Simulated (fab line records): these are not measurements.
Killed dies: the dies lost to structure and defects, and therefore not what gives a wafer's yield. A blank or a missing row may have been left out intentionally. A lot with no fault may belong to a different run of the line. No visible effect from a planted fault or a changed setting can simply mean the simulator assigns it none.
fab line records + flow ritCmos
[record]
- lots = 14
- wafers = 42
- lastDay = 7
route steps=202 shown NRETRO@59 GATE@84 NSD@141 NLDD@160 M1@202
lots with no fault: from the same line, run without faults
startH: hours from the record's first day to the start of the lot's first wafer shown + waitH: time in hours since the lot's previous step + " the same as in the row above + L1.1+2: one row covering several wafers at once + - value missing, or start not given + * or withheld: withheld + < > ~ a bound
route shown NAME@n: names a module that has steps shown in the file, with the first one's number in the route + usual: mean/standard deviation taken from wafers without a fault + same: alike in all rows + chamber/n: place in a boat + sites: each site's reading + _std_site: the values' standard deviation + _edge_site: the outer-site mean with the inner-site mean subtracted + radiusMm: for every site, how far away it sits from the centre of the wafer + mask NAME#n: copy n + behind: the last tool/chamber to shape the wafer + hold: reason for holding the lot/hours on hold/outcome of the hold + device: whichever transistor did not switch (one of n, p or np) + end of line: the same wafers' tests at the end of the route + where a step has no rows: the recipe by itself + killed: not the wafer's yield, but the dies lost to structure and defects at the first sort + map: a wafer's dies, marking killed ones x, the rest . and places with no die _
set.NAME: the setting as run; set.NAME@STEP: as run at that earlier step + model.NAME: the simulator's own value behind a step, which no gauge read
one table for each step of the route and one row for each wafer, over a sample of lots
services: a tool's chamber out of use, with start hour (startH, from the record's first day; less than 0 if before it), hours out, and reason
[[steps]]
[step RIT_NRETRO_OVL_MEAS_06]
[usual]
- NRETRO_OVL = 0.5/1.6
| lot.wafer | tool       | chamber | startH | waitH | NRETRO_OVL[nm] |
|-----------|------------|---------|--------|-------|----------------|
| L116.1    | overlay-02 | -       | 29.78  | -     | 0.5            |
| L116.3    | "          | -       | "      | "     | 0.2            |
| L116.6    | "          | -       | "      | "     | 0.0            |
| L117.2    | overlay-02 | -       | 38.86  | -     | 2.6            |
| L117.3    | "          | -       | "      | "     | 2.7            |
| L117.6    | "          | -       | "      | "     | 2.0            |
| L118.1    | overlay-01 | -       | 45.87  | -     | 1.4            |
| L118.2    | "          | -       | "      | "     | 0.9            |
| L118.4    | "          | -       | "      | "     | 3.0            |
| L119.4    | overlay-02 | -       | 52.41  | -     | 1.7            |
| L119.5    | "          | -       | "      | "     | -0.3           |
| L119.6    | "          | -       | "      | "     | -0.6           |
| L120.2    | overlay-01 | -       | 58.45  | -     | -2.9           |
| L120.4    | "          | -       | "      | "     | -2.9           |
| L120.5    | "          | -       | "      | "     | -2.4           |
| L122.2    | overlay-01 | -       | 66.51  | -     | -1.6           |
| L122.5    | "          | -       | "      | "     | -0.2           |
| L122.6    | "          | -       | "      | "     | -0.7           |
| L123.1    | overlay-01 | -       | 72.15  | -     | 0.4            |
| L123.2    | "          | -       | "      | "     | -0.1           |
| L123.3    | "          | -       | "      | "     | -0.8           |
| L124.2    | overlay-02 | -       | 75.31  | -     | 0.7            |
| L124.3    | "          | -       | "      | "     | 1.7            |
| L124.6    | "          | -       | "      | "     | 2.4            |
| L125.3    | overlay-01 | -       | 80.40  | -     | 1.8            |
| L125.5    | "          | -       | "      | "     | 3.2            |
| L125.6    | "          | -       | "      | "     | 2.0            |
| L126.3    | overlay-01 | -       | 88.32  | -     | -0.9           |
| L126.4    | "          | -       | "      | "     | -1.7           |
| L126.6    | "          | -       | "      | "     | -0.2           |
| L127.2    | overlay-01 | -       | 91.62  | -     | 1.8            |
| L127.5    | "          | -       | "      | "     | 2.1            |
| L127.6    | "          | -       | "      | "     | 2.3            |
| L129.2    | overlay-02 | -       | 100.92 | -     | 0.1            |
| L129.3    | "          | -       | "      | "     | -2.4           |
| L129.5    | "          | -       | "      | "     | -2.0           |
| L131.1    | overlay-01 | -       | 108.40 | -     | -2.2           |
| L131.3    | "          | -       | "      | "     | -1.1           |
| L131.5    | "          | -       | "      | "     | -2.1           |
| L135.1    | overlay-02 | -       | 126.63 | -     | 1.1            |
| L135.3    | "          | -       | "      | "     | 3.7            |
| L135.6    | "          | -       | "      | "     | 4.9            |
[step RIT_GATE_CVD_08]
[recipe]
- material = poly-Si
- targetThkNm = 250
- tempC = 610
- precursor = SiH4
- timeS = 2220
- pressureMtorr = 300
- sih4FlowSccm = 100
[usual]
- zonePowerSourcePct = 10.9/0.54
| lot.wafer | tool     | chamber | startH | waitH | zonePowerSourcePct |
|-----------|----------|---------|--------|-------|--------------------|
| L116.1    | lpcvd-02 | 1       | 40.62  | 0.1   | 11.2               |
| L116.3    | "        | 1       | "      | "     | 11.3               |
| L116.6    | "        | 1       | "      | "     | 11.1               |
| L117.2    | lpcvd-01 | 0       | 46.50  | 0.0   | 10.8               |
| L117.3    | "        | 0       | "      | "     | 10.6               |
| L117.6    | "        | 0       | "      | "     | 10.4               |
| L118.1    | lpcvd-01 | 1       | 54.43  | 1.1   | 10.4               |
| L118.2    | "        | 1       | "      | "     | 10.5               |
| L118.4    | "        | 1       | "      | "     | 10.5               |
| L119.4    | lpcvd-01 | 1       | 57.63  | 0.0   | 10.3               |
| L119.5    | "        | 1       | "      | "     | 10.4               |
| L119.6    | "        | 1       | "      | "     | 10.5               |
| L120.2    | lpcvd-01 | 1       | 66.00  | 0.0   | 10.5               |
| L120.4    | "        | 1       | "      | "     | 10.4               |
| L120.5    | "        | 1       | "      | "     | 10.5               |
| L122.2    | lpcvd-02 | 0       | 77.84  | 0.0   | 12.0               |
| L122.5    | "        | 0       | "      | "     | 12.0               |
| L122.6    | "        | 0       | "      | "     | 11.8               |
| L123.1    | lpcvd-02 | 1       | 81.19  | 0.3   | 11.3               |
| L123.2    | "        | 1       | "      | "     | 11.3               |
| L123.3    | "        | 1       | "      | "     | 11.3               |
| L124.2    | lpcvd-01 | 1       | 81.71  | 0.0   | 10.5               |
| L124.3    | "        | 1       | "      | "     | 10.3               |
| L124.6    | "        | 1       | "      | "     | 10.3               |
| L125.3    | lpcvd-01 | 0       | 88.38  | 0.0   | 10.7               |
| L125.5    | "        | 0       | "      | "     | 10.9               |
| L125.6    | "        | 0       | "      | "     | 10.6               |
| L126.3    | lpcvd-01 | 1       | 94.70  | 1.4   | 10.5               |
| L126.4    | "        | 1       | "      | "     | 10.5               |
| L126.6    | "        | 1       | "      | "     | 10.5               |
| L127.2    | lpcvd-01 | 0       | 97.36  | 0.0   | 10.7               |
| L127.5    | "        | 0       | "      | "     | 10.7               |
| L127.6    | "        | 0       | "      | "     | 10.9               |
| L129.2    | lpcvd-02 | 1       | 107.59 | 0.0   | 11.3               |
| L129.3    | "        | 1       | "      | "     | 11.3               |
| L129.5    | "        | 1       | "      | "     | 11.3               |
| L131.1    | lpcvd-02 | 1       | 115.24 | 0.1   | 11.3               |
| L131.3    | "        | 1       | "      | "     | 11.4               |
| L131.5    | "        | 1       | "      | "     | 11.1               |
| L135.1    | lpcvd-02 | 0       | 131.21 | 0.1   | 11.9               |
| L135.3    | "        | 0       | "      | "     | 11.8               |
| L135.6    | "        | 0       | "      | "     | 11.9               |
[step RIT_GATE_THK_MEAS_09]
[recipe]
- reads = poly-Si_of_GATE_CVD_08
[usual]
- GATE_POLY_THK = 249.1/2.2
| lot.wafer | tool         | chamber | startH | waitH | GATE_POLY_THK[nm] |
|-----------|--------------|---------|--------|-------|-------------------|
| L116.1    | filmMetro-02 | -       | 43.04  | 0.0   | 248.3             |
| L116.3    | "            | -       | "      | "     | 250.4             |
| L116.6    | "            | -       | "      | "     | 251.1             |
| L117.2    | filmMetro-04 | -       | 48.13  | 0.0   | 249.8             |
| L117.3    | "            | -       | "      | "     | 250.3             |
| L117.6    | "            | -       | "      | "     | 248.9             |
| L118.1    | filmMetro-04 | -       | 56.05  | 0.0   | 247.3             |
| L118.2    | "            | -       | "      | "     | 247.5             |
| L118.4    | "            | -       | "      | "     | 247.6             |
| L119.4    | filmMetro-04 | -       | 59.28  | 0.0   | 251.2             |
| L119.5    | "            | -       | "      | "     | 252.6             |
| L119.6    | "            | -       | "      | "     | 249.3             |
| L120.2    | filmMetro-04 | -       | 67.63  | 0.0   | 248.9             |
| L120.4    | "            | -       | "      | "     | 246.9             |
| L120.5    | "            | -       | "      | "     | 249.0             |
| L122.2    | filmMetro-03 | -       | 79.47  | 0.0   | 248.1             |
| L122.5    | "            | -       | "      | "     | 248.9             |
| L122.6    | "            | -       | "      | "     | 248.7             |
| L123.1    | filmMetro-04 | -       | 82.81  | 0.0   | 248.3             |
| L123.2    | "            | -       | "      | "     | 250.0             |
| L123.3    | "            | -       | "      | "     | 247.2             |
| L124.2    | filmMetro-03 | -       | 83.34  | 0.0   | 252.6             |
| L124.3    | "            | -       | "      | "     | 249.1             |
| L124.6    | "            | -       | "      | "     | 250.5             |
| L125.3    | filmMetro-04 | -       | 90.01  | 0.0   | 253.9             |
| L125.5    | "            | -       | "      | "     | 256.1             |
| L125.6    | "            | -       | "      | "     | 254.5             |
| L126.3    | filmMetro-04 | -       | 96.34  | 0.0   | 170.6             |
| L126.4    | "            | -       | "      | "     | 169.4             |
| L126.6    | "            | -       | "      | "     | 172.5             |
| L127.2    | filmMetro-04 | -       | 98.99  | 0.0   | 172.4             |
| L127.5    | "            | -       | "      | "     | 171.4             |
| L127.6    | "            | -       | "      | "     | 172.2             |
| L129.2    | filmMetro-03 | -       | 109.21 | 0.0   | 248.1             |
| L129.3    | "            | -       | "      | "     | 249.0             |
| L129.5    | "            | -       | "      | "     | 247.8             |
| L131.1    | filmMetro-04 | -       | 116.85 | 0.0   | 248.1             |
| L131.3    | "            | -       | "      | "     | 245.7             |
| L131.5    | "            | -       | "      | "     | 248.2             |
| L135.1    | filmMetro-04 | -       | 134.85 | 0.0   | 246.7             |
| L135.3    | "            | -       | "      | "     | 247.5             |
| L135.6    | "            | -       | "      | "     | 247.6             |
[step RIT_GATE_ETCH_19]
[recipe]
- chemistry = SF6/CHF3/O2
- timeS = 165
- SF6_flow_sccm = 30
- CHF3_flow_sccm = 30
- O2_flow_sccm = 5
- target = poly-Si
- pressureMtorr = 40
- rfW = 160
- targetDepthA = 3125
- overEtchFrac = 0.25
- stopOn = SiO2
[usual]
- CHF3_flow_sccm = 29.99/0.085
- drypumpMotorCurrentA = 5.6/0.34
- oesProductAu = 0.847/0.013
- throttleValvePct = 10.26/0.16
| lot.wafer | tool     | chamber | startH | waitH | CHF3_flow_sccm | drypumpMotorCurrentA | oesProductAu | rfHoursCounterH | throttleValvePct |
|-----------|----------|---------|--------|-------|----------------|----------------------|--------------|-----------------|------------------|
| L116.1    | rieSi-01 | 3       | 44.26  | 0.1   | 30.10          | 5.4                  | 0.840        | 47              | 10.09            |
| L116.3    | "        | 0       | "      | "     | 30.02          | 5.7                  | 0.855        | 161             | 10.00            |
| L116.6    | "        | 1       | "      | "     | 29.96          | 5.6                  | 0.867        | -               | 10.31            |
| L117.2    | rieSi-02 | 3       | 49.46  | 0.1   | 29.96          | 6.0                  | 0.849        | 110             | 10.52            |
| L117.3    | "        | 2       | "      | "     | 30.12          | 6.0                  | 0.841        | 35              | 10.28            |
| L117.6    | "        | 3       | "      | "     | 29.91          | 6.0                  | 0.853        | -               | 10.52            |
| L118.1    | rieSi-01 | 2       | 57.26  | 0.1   | 29.90          | 5.8                  | 0.863        | 103             | 10.29            |
| L118.2    | "        | 1       | "      | "     | 29.91          | 5.6                  | 0.863        | 20              | 10.33            |
| L118.4    | "        | 3       | "      | "     | 30.12          | 5.4                  | 0.837        | 47              | 10.08            |
| L119.4    | rieSi-02 | 0       | 60.59  | 0.1   | 30.06          | 5.0                  | 0.842        | 44              | 10.41            |
| L119.5    | "        | 3       | "      | "     | 29.89          | 6.1                  | 0.861        | -               | 10.51            |
| L119.6    | "        | 0       | "      | "     | 29.93          | 5.0                  | 0.848        | -               | 10.44            |
| L120.2    | rieSi-01 | 2       | 69.09  | 0.1   | 30.00          | 5.8                  | 0.860        | 103             | 10.30            |
| L120.4    | "        | 3       | "      | "     | 29.87          | 5.4                  | 0.837        | -               | 10.11            |
| L120.5    | "        | 2       | "      | "     | 30.01          | 5.8                  | 0.865        | -               | 10.32            |
| L122.2    | rieSi-01 | 1       | 80.73  | 0.1   | 29.91          | 5.6                  | 0.863        | 20              | 10.32            |
| L122.5    | "        | 1       | "      | "     | 30.01          | 5.6                  | 0.862        | -               | 10.31            |
| L122.6    | "        | 2       | "      | "     | 29.95          | 5.8                  | 0.868        | -               | 10.29            |
| L123.1    | rieSi-02 | 2       | 84.08  | 0.1   | 30.07          | 6.0                  | 0.842        | 36              | 10.29            |
| L123.2    | "        | 0       | "      | "     | 30.00          | 5.0                  | 0.854        | 45              | 10.42            |
| L123.3    | "        | 1       | "      | "     | 29.95          | 5.2                  | 0.842        | 7               | 10.19            |
| L124.2    | rieSi-01 | 3       | 84.70  | 0.1   | 29.97          | 5.4                  | 0.846        | 47              | 10.09            |
| L124.3    | "        | 2       | "      | "     | 30.04          | 5.8                  | 0.864        | 103             | 10.28            |
| L124.6    | "        | 3       | "      | "     | 29.94          | 5.4                  | 0.846        | -               | 10.08            |
| L125.3    | rieSi-02 | 1       | 91.24  | 0.1   | 29.99          | 5.2                  | 0.843        | 7               | 10.21            |
| L125.5    | "        | 1       | "      | "     | 29.99          | 5.2                  | 0.848        | -               | 10.21            |
| L125.6    | "        | 0       | "      | "     | 29.90          | 5.0                  | 0.854        | -               | 10.43            |
| L126.3    | rieSi-01 | 1       | 97.68  | 0.1   | 29.91          | 5.6                  | 0.675        | 20              | 10.31            |
| L126.4    | "        | 0       | "      | "     | 30.03          | 5.7                  | 0.642        | 0               | 9.99             |
| L126.6    | "        | 2       | "      | "     | 30.09          | 5.8                  | 0.673        | -               | 10.30            |
| L127.2    | rieSi-02 | 3       | 100.63 | 0.1   | 29.94          | 6.0                  | 0.676        | 111             | 10.51            |
| L127.5    | "        | 1       | "      | "     | 29.91          | 5.2                  | 0.662        | -               | 10.18            |
| L127.6    | "        | 0       | "      | "     | 29.99          | 5.0                  | 0.673        | -               | 10.42            |
| L129.2    | rieSi-02 | 3       | 110.55 | 0.1   | 30.00          | 6.0                  | 0.848        | 111             | 10.49            |
| L129.3    | "        | 0       | "      | "     | 29.81          | 5.0                  | 0.841        | 45              | 10.41            |
| L129.5    | "        | 2       | "      | "     | 30.04          | 6.0                  | 0.832        | -               | 10.27            |
| L131.1    | rieSi-02 | 3       | 118.33 | 0.1   | 30.03          | 6.0                  | 0.847        | 111             | 10.51            |
| L131.3    | "        | 0       | "      | "     | 30.03          | 5.0                  | 0.839        | 45              | 10.43            |
| L131.5    | "        | 2       | "      | "     | 29.95          | 5.9                  | 0.833        | -               | 10.28            |
| L135.1    | rieSi-02 | 0       | 136.31 | 0.1   | 30.09          | 5.0                  | 0.843        | 45              | 10.43            |
| L135.3    | "        | 1       | "      | "     | 29.97          | 5.2                  | 0.837        | 7               | 10.19            |
| L135.6    | "        | 1       | "      | "     | 29.95          | 5.2                  | 0.838        | -               | 10.20            |
[step RIT_NSD_TW_MEAS_10]
[usual]
- NSD_TW = 3109/20
| lot.wafer | tool         | chamber | startH | waitH | NSD_TW |
|-----------|--------------|---------|--------|-------|--------|
| L116.1    | filmMetro-01 | -       | 56.00  | 0.1   | 3085   |
| L116.3    | "            | -       | "      | "     | 3099   |
| L116.6    | "            | -       | "      | "     | 3079   |
| L117.2    | filmMetro-03 | -       | 62.15  | 0.1   | 3096   |
| L117.3    | "            | -       | "      | "     | 3109   |
| L117.6    | "            | -       | "      | "     | 3098   |
| L118.1    | filmMetro-01 | -       | 68.09  | 0.1   | 3087   |
| L118.2    | "            | -       | "      | "     | 3083   |
| L118.4    | "            | -       | "      | "     | 3084   |
| L119.4    | filmMetro-01 | -       | 73.35  | 0.1   | 3077   |
| L119.5    | "            | -       | "      | "     | 3084   |
| L119.6    | "            | -       | "      | "     | 3078   |
| L120.2    | filmMetro-02 | -       | 83.23  | 0.1   | 3098   |
| L120.4    | "            | -       | "      | "     | 3113   |
| L120.5    | "            | -       | "      | "     | 3110   |
| L122.2    | filmMetro-01 | -       | 91.39  | 0.1   | 3089   |
| L122.5    | "            | -       | "      | "     | 3090   |
| L122.6    | "            | -       | "      | "     | 3093   |
| L123.1    | filmMetro-01 | -       | 94.98  | 0.1   | 3080   |
| L123.2    | "            | -       | "      | "     | 3107   |
| L123.3    | "            | -       | "      | "     | 3076   |
| L124.2    | filmMetro-03 | -       | 96.86  | 0.1   | 3097   |
| L124.3    | "            | -       | "      | "     | 3094   |
| L124.6    | "            | -       | "      | "     | 3106   |
| L125.3    | filmMetro-03 | -       | 102.20 | 0.1   | 3120   |
| L125.5    | "            | -       | "      | "     | 3089   |
| L125.6    | "            | -       | "      | "     | 3115   |
| L126.3    | filmMetro-01 | -       | 108.38 | 0.1   | 3100   |
| L126.4    | "            | -       | "      | "     | 3111   |
| L126.6    | "            | -       | "      | "     | 3095   |
| L127.2    | filmMetro-03 | -       | 112.65 | 0.1   | 3082   |
| L127.5    | "            | -       | "      | "     | 3105   |
| L127.6    | "            | -       | "      | "     | 3114   |
| L129.2    | filmMetro-03 | -       | 122.64 | 0.1   | 3114   |
| L129.3    | "            | -       | "      | "     | 3110   |
| L129.5    | "            | -       | "      | "     | 3115   |
| L131.1    | filmMetro-03 | -       | 129.03 | 0.1   | 3129   |
| L131.3    | "            | -       | "      | "     | 3115   |
| L131.5    | "            | -       | "      | "     | 3120   |
| L135.1    | filmMetro-03 | -       | 148.68 | 0.1   | 3121   |
| L135.3    | "            | -       | "      | "     | 3146   |
| L135.6    | "            | -       | "      | "     | 3150   |
[step RIT_SDANNEAL_RS_MEAS_07]
[recipe]
- thkMeasGauge = four-point-probe
[usual]
- NLDD_RS = 151.8/0.58
| lot.wafer | tool         | chamber | startH | waitH | NLDD_RS[ohm/sq] |
|-----------|--------------|---------|--------|-------|-----------------|
| L116.1    | filmMetro-01 | -       | 58.27  | 0.1   | 151.7           |
| L116.3    | "            | -       | "      | "     | 151.5           |
| L116.6    | "            | -       | "      | "     | 152.0           |
| L117.2    | filmMetro-02 | -       | 64.44  | 0.1   | 151.2           |
| L117.3    | "            | -       | "      | "     | 150.9           |
| L117.6    | "            | -       | "      | "     | 151.2           |
| L118.1    | filmMetro-02 | -       | 70.39  | 0.1   | 150.5           |
| L118.2    | "            | -       | "      | "     | 150.8           |
| L118.4    | "            | -       | "      | "     | 150.6           |
| L119.4    | filmMetro-03 | -       | 75.78  | 0.1   | 151.7           |
| L119.5    | "            | -       | "      | "     | 151.6           |
| L119.6    | "            | -       | "      | "     | 151.9           |
| L120.2    | filmMetro-01 | -       | 85.80  | 0.1   | 152.2           |
| L120.4    | "            | -       | "      | "     | 153.0           |
| L120.5    | "            | -       | "      | "     | 153.2           |
| L122.2    | filmMetro-01 | -       | 93.81  | 0.1   | 152.5           |
| L122.5    | "            | -       | "      | "     | 153.2           |
| L122.6    | "            | -       | "      | "     | 152.1           |
| L123.1    | filmMetro-01 | -       | 97.73  | 0.1   | 151.4           |
| L123.2    | "            | -       | "      | "     | 151.8           |
| L123.3    | "            | -       | "      | "     | 151.5           |
| L124.2    | filmMetro-02 | -       | 99.34  | 0.1   | 152.0           |
| L124.3    | "            | -       | "      | "     | 151.5           |
| L124.6    | "            | -       | "      | "     | 151.7           |
| L125.3    | filmMetro-01 | -       | 104.70 | 0.1   | 151.5           |
| L125.5    | "            | -       | "      | "     | 151.3           |
| L125.6    | "            | -       | "      | "     | 151.0           |
| L126.3    | filmMetro-03 | -       | 110.90 | 0.1   | 152.2           |
| L126.4    | "            | -       | "      | "     | 152.4           |
| L126.6    | "            | -       | "      | "     | 152.2           |
| L127.2    | filmMetro-03 | -       | 115.24 | 0.1   | 151.4           |
| L127.5    | "            | -       | "      | "     | 151.7           |
| L127.6    | "            | -       | "      | "     | 152.1           |
| L129.2    | filmMetro-01 | -       | 125.05 | 0.1   | 151.8           |
| L129.3    | "            | -       | "      | "     | 152.0           |
| L129.5    | "            | -       | "      | "     | 151.5           |
| L131.1    | filmMetro-03 | -       | 131.49 | 0.1   | 152.0           |
| L131.3    | "            | -       | "      | "     | 151.8           |
| L131.5    | "            | -       | "      | "     | 152.2           |
| L135.1    | filmMetro-03 | -       | 150.99 | 0.1   | 151.8           |
| L135.3    | "            | -       | "      | "     | 152.1           |
| L135.6    | "            | -       | "      | "     | 151.9           |
[step RIT_M1_PROBE_99]
[usual]
- killedAtContacts = 0.1/0.37
- killedAtFrontEnd = 6.9/2.9
- killedDies = 7.1/2.9
- killedOpen = 3.3/1.8
- killedShort = 3.6/2.2
[same]
- grossDies = 264
- killed_at_M0_to_M3 = 0
- killed_at_M4_up = 0
- killedAtBackSide = 0
- killedAtOther = 0
| lot.wafer | tool      | chamber | startH | waitH | killedAtContacts | killedAtFrontEnd | killedDies | killedOpen | killedShort |
|-----------|-----------|---------|--------|-------|------------------|------------------|------------|------------|-------------|
| L127.2    | prober-02 | -       | 122.74 | 0.1   | 0                | 4                | 4          | 2          | 2           |
| L127.5    | prober-02 | -       | 122.89 | 0.2   | 0                | 2                | 2          | 1          | 1           |
| L127.6    | prober-02 | -       | 122.94 | 0.2   | 0                | 7                | 7          | 5          | 2           |
// killed by level:class
L127.2 FOX2:geometricParticle:open=1 FOX2:geometricParticle:short=1 GATE:geometricParticle:short=1 SPACER:geometricParticle:open=1
L127.5 FOX1:geometricParticle:open=1 SPACER:geometricParticle:short=1
L127.6 GATE:geometricParticle:open=4 GATE:geometricParticle:short=1 REOX:geometricParticle:short=1 REOX:geometricParticle:open=1
[[services]]
| tool     | chamber | startH | hours | kind          |
|----------|---------|--------|-------|---------------|
| lpcvd-01 | -       | 27.66  | 1.1   | repair        |
| rieSi-01 | 0       | 59.94  | -     | clean         |
| rieSi-01 | 0       | 59.94  | 16.2  | scheduledDown |
| rieSi-01 | 0       | 59.94  | 16.2  | ventCycle     |
| rieSi-01 | 3       | 100.28 | 9.3   | repair        |
[[key]]
[firstSign]
- step = RIT_GATE_THK_MEAS_09
- reading = GATE_POLY_THK
- direction = down
- sigmas = 35
- usual = 249.1
- struck = 171.4
[effect]
- step = RIT_GATE_ETCH_19
- reading = oesProductAu
- direction = down
- sigmas = 14
- usual = 0.847
- struck = 0.667
metAt RIT_GATE_CVD_08
struckLots L126,L127
testerLeftOut L126,L127
notActingAt RIT_NRETRO_OVL_MEAS_06,RIT_NSD_TW_MEAS_10,RIT_SDANNEAL_RS_MEAS_07
[fault]
- kind = processParameterDrift
- tool = lpcvd-01
- chamber = -
- onsetH = 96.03
- steps = RIT_GATE_CVD_08
- channel = targetThkNm
- offset = -78.846
- shape = step
- endH = 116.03
- actsIn = theseRecipesOnly
- stated = 250
// testerLeftOut: of these lots the tester's yield and bins aren't shown, on N5 and GAA mostly nor the transistor test; their killed dies are dies lost to structure and defects alone, not to doping, threshold or leakage, so they don't give the yield
